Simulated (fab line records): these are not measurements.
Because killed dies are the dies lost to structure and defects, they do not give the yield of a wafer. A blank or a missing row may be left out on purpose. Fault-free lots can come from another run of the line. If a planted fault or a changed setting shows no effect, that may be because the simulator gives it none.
What tool caused it? || flow rit_cmos || 48 wafers from 16 lots sampled at 2 of the route's 202 steps

== WHAT THE GAUGES READ, wafer by wafer ==
RIT_PRETRO_OVL_MEAS_06.
{"lot": "L949", "measured": "day 2 08:16", "on": "overlay-01", "PRETRO_OVL (nm)": "-1.0 -1.5 -0.3"}
{"lot": "L950", "measured": "day 2 13:08", "on": "overlay-01", "PRETRO_OVL (nm)": "-0.5 -1.8 -0.3"}
{"lot": "L951", "measured": "day 2 20:21", "on": "overlay-02", "PRETRO_OVL (nm)": "0.7 -0.6 0.1"}
{"lot": "L952", "measured": "day 3 02:40", "on": "overlay-01", "PRETRO_OVL (nm)": "1.1 1.2 0.4"}
{"lot": "L955", "measured": "day 3 16:48", "on": "overlay-01", "PRETRO_OVL (nm)": "1.2 0.4 2.5"}
{"lot": "L958", "measured": "day 4 06:54", "on": "overlay-01", "PRETRO_OVL (nm)": "-1.2 -2.9 -1.0"}
{"lot": "L959", "measured": "day 4 11:47", "on": "overlay-02", "PRETRO_OVL (nm)": "-151.4 -150.0 -151.8"}
{"lot": "L961", "measured": "day 4 20:24", "on": "overlay-01", "PRETRO_OVL (nm)": "-151.1 -148.6 -150.2"}
{"lot": "L962", "measured": "day 5 00:49", "on": "overlay-02", "PRETRO_OVL (nm)": "-151.5 -149.2 -149.5"}
{"lot": "L963", "measured": "day 5 06:41", "on": "overlay-01", "PRETRO_OVL (nm)": "-149.5 -147.7 -147.6"}
{"lot": "L964", "measured": "day 5 11:58", "on": "overlay-02", "PRETRO_OVL (nm)": "-0.1 -1.0 0.9"}
{"lot": "L965", "measured": "day 5 15:07", "on": "overlay-01", "PRETRO_OVL (nm)": "1.3 2.8 0.7"}
{"lot": "L968", "measured": "day 6 09:03", "on": "overlay-02", "PRETRO_OVL (nm)": "-2.8 -1.7 -3.2"}
{"lot": "L969", "measured": "day 6 14:31", "on": "overlay-02", "PRETRO_OVL (nm)": "-0.5 -1.1 -0.1"}
{"lot": "L970", "measured": "day 6 16:34", "on": "overlay-01", "PRETRO_OVL (nm)": "4.7 3.9 3.9"}
{"lot": "L971", "measured": "day 6 22:22", "on": "overlay-02", "PRETRO_OVL (nm)": "0.3 -0.5 1.3"}

== TOOL THAT RAN EACH LOT (tool first, then ch and the chambers of the sampled wafers, then the start) ==
{"lot": "L949", "RIT_PRETRO_EXPOSE_03": "iline_stepper-02 ch 0, day 2 07:52"}
{"lot": "L950", "RIT_PRETRO_EXPOSE_03": "iline_stepper-01 ch 0, day 2 12:43"}
{"lot": "L951", "RIT_PRETRO_EXPOSE_03": "iline_stepper-02 ch 0, day 2 19:55"}
{"lot": "L952", "RIT_PRETRO_EXPOSE_03": "iline_stepper-02 ch 0, day 3 02:14"}
{"lot": "L955", "RIT_PRETRO_EXPOSE_03": "iline_stepper-02 ch 0, day 3 16:23"}
{"lot": "L958", "RIT_PRETRO_EXPOSE_03": "iline_stepper-01 ch 0, day 4 06:28"}
{"lot": "L959", "RIT_PRETRO_EXPOSE_03": "iline_stepper-01 ch 0, day 4 11:14"}
{"lot": "L961", "RIT_PRETRO_EXPOSE_03": "iline_stepper-01 ch 0, day 4 19:59"}
{"lot": "L962", "RIT_PRETRO_EXPOSE_03": "iline_stepper-01 ch 0, day 5 00:24"}
{"lot": "L963", "RIT_PRETRO_EXPOSE_03": "iline_stepper-01 ch 0, day 5 06:17"}
{"lot": "L964", "RIT_PRETRO_EXPOSE_03": "iline_stepper-02 ch 0, day 5 11:32"}
{"lot": "L965", "RIT_PRETRO_EXPOSE_03": "iline_stepper-02 ch 0, day 5 14:42"}
{"lot": "L968", "RIT_PRETRO_EXPOSE_03": "iline_stepper-02 ch 0, day 6 08:37"}
{"lot": "L969", "RIT_PRETRO_EXPOSE_03": "iline_stepper-02 ch 0, day 6 13:58"}
{"lot": "L970", "RIT_PRETRO_EXPOSE_03": "iline_stepper-02 ch 0, day 6 16:08"}
{"lot": "L971", "RIT_PRETRO_EXPOSE_03": "iline_stepper-02 ch 0, day 6 21:56"}
- RIT_PRETRO_EXPOSE_03: exposes mask M5, target cd 43700 nm.

== AS READ BY THE TOOLS THEMSELVES (means over the sampled wafers that have a number; for cases with no such wafer, the mark the record gives instead) ==
The record holds no such reading with a usual standard deviation.

== THE ANSWER, worked out from the rows above alone ==
Rule: the usual values come from the lots themselves. The widest of any qualifying gaps counts: lots, ordered by their means at a reading, are off when they make up no more than a third of the lots, leave a main group of 4 or more, and stand apart from it by 3 or more times the standard deviation of that group's means. The tables above print the reading to a certain number of digits; a main group whose means all agree to those digits is not used. Also off: a lot with no number at a reading for which 4 or more lots have one. Any other lot the step has rows for is counted as sound. After the gauges, taken in route order, come the tools' own readings; for these a lot's mean is taken, as printed above. The first step at which some lot is off is used, and at that step the reading that is off furthest; a lot without a number counts as furthest.
Off: at RIT_PRETRO_OVL_MEAS_06 (PRETRO_OVL), L959, L961, L962, L963. Main group: mean 0.1 nm, sd 1.7.
A tool fits if, at a process step before that reading, it ran every lot that is off, and no sound lot after the first of them. The gauges at RIT_PRETRO_OVL_MEAS_06 are tried like those tools. One fits: RIT_PRETRO_EXPOSE_03 on iline_stepper-01. Its last sound lot is L958 (day 4 06:28), its first lot that is off L959 (day 4 11:14): a fault that began between those two fits.

== WHAT THE SIMULATOR HAD INSERTED ==
Scanner matching overlay: iline_stepper-01, from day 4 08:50 on, at RIT_PRETRO_EXPOSE_03. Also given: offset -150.
Lots struck among those shown: L959, L961, L962, L963. The rule above reached the same finding.
